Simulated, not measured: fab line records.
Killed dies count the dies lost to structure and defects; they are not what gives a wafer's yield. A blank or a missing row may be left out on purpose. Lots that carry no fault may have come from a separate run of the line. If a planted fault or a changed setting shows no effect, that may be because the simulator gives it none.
fab line records | flow rit_cmos
record: lots: 14 | wafers: 42 | last_day: 7
route steps=202 shown M1@196
lots that met no fault: from a run of the same line without faults
start_h: hours from the record's opening day to when the first of the lot's shown wafers began | wait_h: time in hours since the lot's previous step | " the same as in the row above | L1.1+2: a single row standing in for several wafers | - no value, or no start was given | * or withheld: withheld | < > ~ a bound
route shown NAME@n: a module of which the file shows steps, and the number in the route of the first | usual: the fault-free wafers' mean and standard deviation | same: alike in all rows | chamber/n: place in a boat | sites: readings site by site | _std_site: the values' standard deviation | _edge_site: outer sites' mean less inner sites' | radius_mm: how far each site lies from the wafer's centre | mask NAME#n: copy n | behind: the most recent tool/chamber to have shaped the wafer | hold: why the lot went on hold/how many hours it stayed there/how the hold came to an end | device: whichever transistor did not switch (one of n, p or np) | end of line: tests run on the same wafers once the route is complete | where a step has no rows: the recipe by itself | killed: count of dies lost to structure and defects at first sort (not the wafer's yield) | map: a wafer's dies, marking killed ones x, the rest . and places with no die _
set.NAME: the setting that was run; set.NAME@STEP: the one run at that earlier step | model.NAME: the simulator's own value behind a step, which no gauge read
one table for each step of the route and one row for each wafer, over a sample of lots
services: when a tool's chamber went out of use (start_h, in hours from the record's first day, below 0 if earlier), for how many hours, and the reason
== steps ==
step: RIT_M1_METAL_ETCH_12
recipe: stop_on: SiO2 | chemistry: Cl2/BCl3 | target: Al | time_s: 165 | over_etch_frac: 0.5 | pressure_mtorr: 100 | target_depth_a: 6000 | rf_w: 253 | Cl2_flow_sccm: 60 | bcl3_flow_sccm: 50
usual: drypump_motor_current_A: 5.66/0.27 | oes_product_au: 0.776/0.013 | over_etch_frac: 0.5/0 | throttle_valve_pct: 8.30/0.14
lot.wafer | tool         | chamber | start_h | wait_h | drypump_motor_current_A | oes_product_au | over_etch_frac | rf_hours_counter_h | throttle_valve_pct
L541.2    | rie_metal-01 | 1       | 59.14   | 0.2    | 5.16                    | 0.760          | 0.5            | 4.3                | 8.39
L541.3    | "            | 0       | "       | "      | 5.86                    | 0.785          | 0.5            | -                  | 8.12
L541.4    | "            | 1       | "       | "      | 5.15                    | 0.759          | 0.5            | -                  | 8.39
L542.1    | rie_metal-02 | 1       | 66.29   | 0.2    | 5.85                    | 0.771          | 0.5            | 0.6                | 8.56
L542.2    | "            | 0       | "       | "      | 5.71                    | 0.791          | 0.5            | 0.6                | 8.26
L542.5    | "            | 0       | "       | "      | 5.71                    | 0.781          | 0.5            | -                  | 8.26
L543.1    | rie_metal-03 | 0       | 70.54   | 0.2    | 5.89                    | 0.756          | 0.5            | 2.3                | 8.23
L543.2    | "            | 0       | "       | "      | 5.90                    | 0.762          | 0.5            | -                  | 8.24
L543.6    | "            | 0       | "       | "      | 5.90                    | 0.767          | 0.5            | -                  | 8.22
L548.1    | rie_metal-02 | 1       | 94.37   | 0.2    | 5.88                    | 0.770          | 0.5            | 0.9                | 8.55
L548.3    | "            | 0       | "       | "      | 5.74                    | 0.787          | 0.5            | -                  | 8.27
L548.6    | "            | 1       | "       | "      | 5.87                    | 0.769          | 0.5            | -                  | 8.57
L549.1    | rie_metal-03 | 0       | 100.23  | 0.2    | 5.91                    | 0.771          | 0.5            | 2.9                | 8.24
L549.4    | "            | 1       | "       | "      | 5.48                    | 0.783          | 0.5            | -                  | 8.26
L549.5    | "            | 1       | "       | "      | 5.51                    | 0.776          | 0.5            | -                  | 8.24
L550.1    | rie_metal-01 | 1       | 104.84  | 0.2    | 5.16                    | 0.761          | 0.5            | 4.9                | 8.39
L550.3    | "            | 0       | "       | "      | 5.83                    | 0.798          | 0.5            | -                  | 8.11
L550.5    | "            | 1       | "       | "      | 5.11                    | 0.768          | 0.5            | -                  | 8.40
L551.1    | rie_metal-02 | 0       | 109.43  | 0.2    | 5.73                    | 0.777          | 0.5            | 1.1                | 8.25
L551.4    | "            | 1       | "       | "      | 5.84                    | 0.772          | 0.5            | -                  | 8.55
L551.5    | "            | 0       | "       | "      | 5.71                    | 0.778          | 0.5            | -                  | 8.25
L552.1    | rie_metal-03 | 1       | 114.58  | 0.2    | 5.48                    | 0.787          | 0.5            | 2.7                | 8.26
L552.3    | "            | 1       | "       | "      | 5.52                    | 0.785          | 0.5            | -                  | 8.25
L552.4    | "            | 0       | "       | "      | 5.88                    | 0.764          | 0.5            | -                  | 8.23
L555.1    | rie_metal-03 | 1       | 129.26  | 0.2    | 5.45                    | 0.784          | 0.5            | 2.9                | 8.25
L555.4    | "            | 0       | "       | "      | 5.89                    | 0.770          | 0.5            | -                  | 8.21
L555.6    | "            | 1       | "       | "      | 5.44                    | 0.786          | 0.5            | -                  | 8.27
L556.2    | rie_metal-01 | 1       | 134.47  | 0.2    | 5.15                    | 0.822          | 0.30257        | 5.2                | 8.38
L556.3    | "            | 0       | "       | "      | 5.85                    | 0.856          | 0.30257        | -                  | 8.10
L556.4    | "            | 1       | "       | "      | 5.12                    | 0.830          | 0.30257        | -                  | 8.37
L557.2    | rie_metal-02 | 0       | 139.97  | 0.2    | 5.71                    | 0.794          | 0.5            | 1.5                | 8.27
L557.3    | "            | 1       | "       | "      | 5.89                    | 0.780          | 0.5            | -                  | 8.55
L557.6    | "            | 0       | "       | "      | 5.75                    | 0.793          | 0.5            | -                  | 8.25
L559.1    | rie_metal-01 | 1       | 149.93  | 0.2    | 5.13                    | 0.828          | 0.30257        | 5.4                | 8.38
L559.2    | "            | 0       | "       | "      | 5.82                    | 0.862          | 0.30257        | 5.4                | 8.09
L559.6    | "            | 0       | "       | "      | 5.84                    | 0.867          | 0.30257        | -                  | 8.10
L561.2    | rie_metal-03 | 1       | 161.47  | 0.2    | 5.48                    | 0.777          | 0.5            | 3.2                | 8.23
L561.3    | "            | 1       | "       | "      | 5.49                    | 0.779          | 0.5            | -                  | 8.25
L561.4    | "            | 0       | "       | "      | 5.90                    | 0.767          | 0.5            | -                  | 8.24
L563.3    | rie_metal-02 | 1       | 175.50  | 0.2    | 5.87                    | 0.776          | 0.5            | -                  | 8.56
L563.4    | "            | 0       | "       | "      | 5.71                    | 0.780          | 0.5            | -                  | 8.25
L563.6    | "            | 1       | "       | "      | 5.90                    | 0.777          | 0.5            | -                  | 8.57
step: RIT_M1_PROBE_99
usual: defect_limited_yield: 97.5/1.2 | killed_at_contacts: 0.1/0.24 | killed_at_front_end: 7/3 | killed_dies: 7/3 | killed_open: 3.2/1.8 | killed_short: 3.5/2.1 | sort_bin_3_pad_short: 0.1/0.2 | sort_bin_5_function: 1.5/0.92 | sort_bin_6_memory: 0.9/0.6 | sort_n_pass: 257/3 | sort_yield_pct: 97.5/1.2
same: gross_dies: 264 | killed_at_M0_to_M3: 0 | killed_at_M4_up: 0 | killed_at_back_side: 0 | killed_at_other: 0
lot.wafer | tool      | chamber | start_h | wait_h | defect_limited_yield[%] | killed_at_contacts | killed_at_front_end | killed_dies | killed_open | killed_short | sort_bin_3_pad_short[%] | sort_bin_5_function[%] | sort_bin_6_memory[%] | sort_n_pass | sort_yield_pct[%]
L548.1    | prober-02 | -       | 96.64   | 0.1    | 98.5                    | 0                  | 4                   | 4           | 2           | 2            | 0                       | 1.5                    | 0                    | 260         | 98.5
L548.3    | prober-02 | -       | 96.74   | 0.2    | 97.7                    | 0                  | 6                   | 6           | 4           | 2            | 0                       | 0.4                    | 1.9                  | 258         | 97.7
L548.6    | prober-02 | -       | 96.89   | 0.2    | 97.0                    | 0                  | 8                   | 8           | 6           | 2            | 0.4                     | 1.9                    | 0.8                  | 256         | 97.0
L549.1    | prober-01 | -       | 102.66  | 0.1    | 98.1                    | 0                  | 5                   | 5           | 3           | 2            | 0                       | 1.1                    | 0.8                  | 259         | 98.1
L549.4    | prober-01 | -       | 102.81  | 0.2    | 97.7                    | 0                  | 6                   | 6           | 2           | 4            | 0                       | 1.1                    | 1.1                  | 258         | 97.7
L549.5    | prober-01 | -       | 102.86  | 0.2    | 95.1                    | 0                  | 13                  | 13          | 6           | 7            | 0                       | 3.0                    | 1.9                  | 251         | 95.1
L550.1    | prober-02 | -       | 107.09  | 0.1    | 98.5                    | 0                  | 4                   | 4           | 4           | 0            | 0                       | 1.1                    | 0.4                  | 260         | 98.5
L550.3    | prober-02 | -       | 107.19  | 0.2    | 98.9                    | 0                  | 3                   | 3           | 3           | 0            | 0                       | 0.8                    | 0.4                  | 261         | 98.9
L550.5    | prober-02 | -       | 107.29  | 0.2    | 97.7                    | 1                  | 5                   | 6           | 2           | 4            | 0                       | 0.8                    | 1.5                  | 258         | 97.7
L551.1    | prober-01 | -       | 111.73  | 0.1    | 97.7                    | 0                  | 6                   | 6           | 2           | 4            | 0                       | 1.9                    | 0.4                  | 258         | 97.7
L551.4    | prober-01 | -       | 111.88  | 0.2    | 98.1                    | 0                  | 5                   | 5           | 2           | 3            | 0.4                     | 1.5                    | 0                    | 259         | 98.1
L551.5    | prober-01 | -       | 111.93  | 0.2    | 98.9                    | 0                  | 3                   | 3           | 2           | 1            | 0                       | 0.8                    | 0.4                  | 261         | 98.9
L556.2    | prober-02 | -       | 139.36  | 0.1    | 97.3                    | 0                  | 7                   | 7           | 3           | 4            | 0                       | 2.3                    | 0.4                  | 257         | 97.3
L556.3    | prober-02 | -       | 139.41  | 0.2    | 97.3                    | 0                  | 7                   | 7           | 3           | 4            | 0                       | 2.7                    | 0                    | 257         | 97.3
L556.4    | prober-02 | -       | 139.46  | 0.2    | 97.7                    | 1                  | 5                   | 6           | 1           | 5            | 0                       | 0.4                    | 1.9                  | 258         | 97.7
L559.1    | prober-01 | -       | 152.91  | 0.1    | 96.6                    | 0                  | 9                   | 9           | 5           | 4            | 0                       | 1.5                    | 1.9                  | 255         | 96.6
L559.2    | prober-01 | -       | 152.96  | 0.1    | 97.7                    | 0                  | 6                   | 6           | 1           | 5            | 0.8                     | 1.1                    | 0.4                  | 258         | 97.7
L559.6    | prober-01 | -       | 153.16  | 0.2    | 98.9                    | 0                  | 3                   | 3           | 1           | 2            | 0                       | 0.4                    | 0.8                  | 261         | 98.9
L561.2    | prober-01 | -       | 163.77  | 0.1    | 98.1                    | 0                  | 5                   | 5           | 4           | 1            | 0.4                     | 1.5                    | 0                    | 259         | 98.1
L561.3    | prober-01 | -       | 163.82  | 0.2    | 97.7                    | 0                  | 6                   | 6           | 2           | 4            | 0                       | 0.8                    | 1.5                  | 258         | 97.7
L561.4    | prober-01 | -       | 163.87  | 0.2    | 97.7                    | 1                  | 5                   | 6           | 3           | 3            | 0                       | 0.8                    | 1.5                  | 258         | 97.7
killed by level:class
L548.1 SILICIDE:geometric_particle:short=2 FOX1:geometric_particle:open=1 GATE:geometric_particle:open=1
L548.3 GATE:geometric_particle:open=2 GATE:geometric_particle:short=2 FOX1:geometric_particle:open=1 SPACER:geometric_particle:open=1
L548.6 GATE:geometric_particle:open=2 REOX:geometric_particle:open=2 GATE:geometric_particle:short=1 REOX:geometric_particle:short=1 SPACER:geometric_particle:open=1 SILICIDE:geometric_particle:open=1
L549.1 SILICIDE:geometric_particle:open=2 FOX1:geometric_particle:short=1 FOX1:geometric_particle:open=1 REOX:geometric_particle:short=1
L549.4 SPACER:geometric_particle:short=2 SILICIDE:geometric_particle:open=2 FOX1:geometric_particle:short=1 GATE:geometric_particle:short=1
L549.5 FOX1:geometric_particle:short=5 GATE:geometric_particle:open=4 REOX:geometric_particle:open=2 FOX2:geometric_particle:short=1 SILICIDE:geometric_particle:short=1
L550.1 GATE:geometric_particle:open=2 SPACER:geometric_particle:open=1 SILICIDE:geometric_particle:open=1
L550.3 ACTIVE:geometric_particle:open=1 REOX:geometric_particle:open=1 SILICIDE:geometric_particle:open=1
L550.5 FOX1:geometric_particle:open=1 FOX2:geometric_particle:short=1 REOX:geometric_particle:short=1 SPACER:geometric_particle:short=1 SILICIDE:geometric_particle:short=1 CONTACT:geometric_particle:open=1
L551.1 REOX:geometric_particle:open=2 FOX1:geometric_particle:short=1 FOX2:geometric_particle:short=1 GATE:geometric_particle:short=1 SILICIDE:geometric_particle:short=1
L551.4 GATE:geometric_particle:short=2 GATE:geometric_particle:open=1 SPACER:geometric_particle:open=1 SILICIDE:geometric_particle:short=1
L551.5 GATE:geometric_particle:open=1 REOX:geometric_particle:short=1 SPACER:geometric_particle:open=1
L556.2 SILICIDE:geometric_particle:short=2 FOX1:geometric_particle:open=1 FOX1:geometric_particle:short=1 GATE:geometric_particle:open=1 REOX:geometric_particle:open=1 REOX:geometric_particle:short=1
L556.3 FOX1:geometric_particle:short=2 GATE:geometric_particle:open=2 GATE:geometric_particle:short=1 SILICIDE:geometric_particle:short=1 SILICIDE:geometric_particle:open=1
L556.4 SILICIDE:geometric_particle:short=2 ACTIVE:geometric_particle:short=1 GATE:geometric_particle:short=1 SILICIDE:geometric_particle:open=1 CONTACT:geometric_particle:short=1
L559.1 FOX2:geometric_particle:open=3 SPACER:geometric_particle:open=2 FOX1:geometric_particle:short=1 GATE:geometric_particle:short=1 REOX:geometric_particle:short=1 SPACER:geometric_particle:short=1
L559.2 GATE:geometric_particle:short=2 FOX1:geometric_particle:short=1 GATE:geometric_particle:open=1 REOX:geometric_particle:short=1 SILICIDE:geometric_particle:short=1
L559.6 FOX1:geometric_particle:open=1 FOX2:geometric_particle:short=1 REOX:geometric_particle:short=1
L561.2 FOX2:geometric_particle:open=2 FOX1:geometric_particle:short=1 FOX1:geometric_particle:open=1 SPACER:geometric_particle:open=1
L561.3 FOX1:geometric_particle:short=1 GATE:geometric_particle:short=1 REOX:geometric_particle:open=1 SPACER:geometric_particle:open=1 SPACER:geometric_particle:short=1 SILICIDE:geometric_particle:short=1
L561.4 GATE:geometric_particle:open=2 FOX1:geometric_particle:open=1 GATE:geometric_particle:short=1 SPACER:geometric_particle:short=1 CONTACT:geometric_particle:short=1
== services ==
tool         | chamber | start_h | hours | kind
rie_metal-02 | -       | 44.62   | 14.6  | pm
rie_metal-03 | -       | 48.69   | 2.8   | pm
rie_metal-02 | -       | 64.48   | 0.8   | repair
rie_metal-03 | 1       | 68.33   | 10.2  | repair
rie_metal-02 | 1       | 69.28   | 1.9   | repair
rie_metal-03 | -       | 109.74  | 0.2   | repair
rie_metal-01 | -       | 113.37  | 4.3   | pm
== key ==
first_sign: step: RIT_M1_METAL_ETCH_12 | reading: over_etch_frac | direction: down | sigmas: 99+ | usual: 0.5 | struck: 0.30257
effect: step: RIT_M1_METAL_ETCH_12 | reading: oes_product_au | direction: up | sigmas: 5.2 | usual: 0.776 | struck: 0.844
met_at RIT_M1_METAL_ETCH_12
struck_lots L556,L559
onset_between 104.84 134.47
fault: kind: process_parameter_drift | tool: rie_metal-01 | chamber: - | onset_h: 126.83 | steps: RIT_M1_METAL_ETCH_12 | channel: over_etch_frac | offset: -0.19743 | shape: step | end_h: 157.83 | stated: 0.5
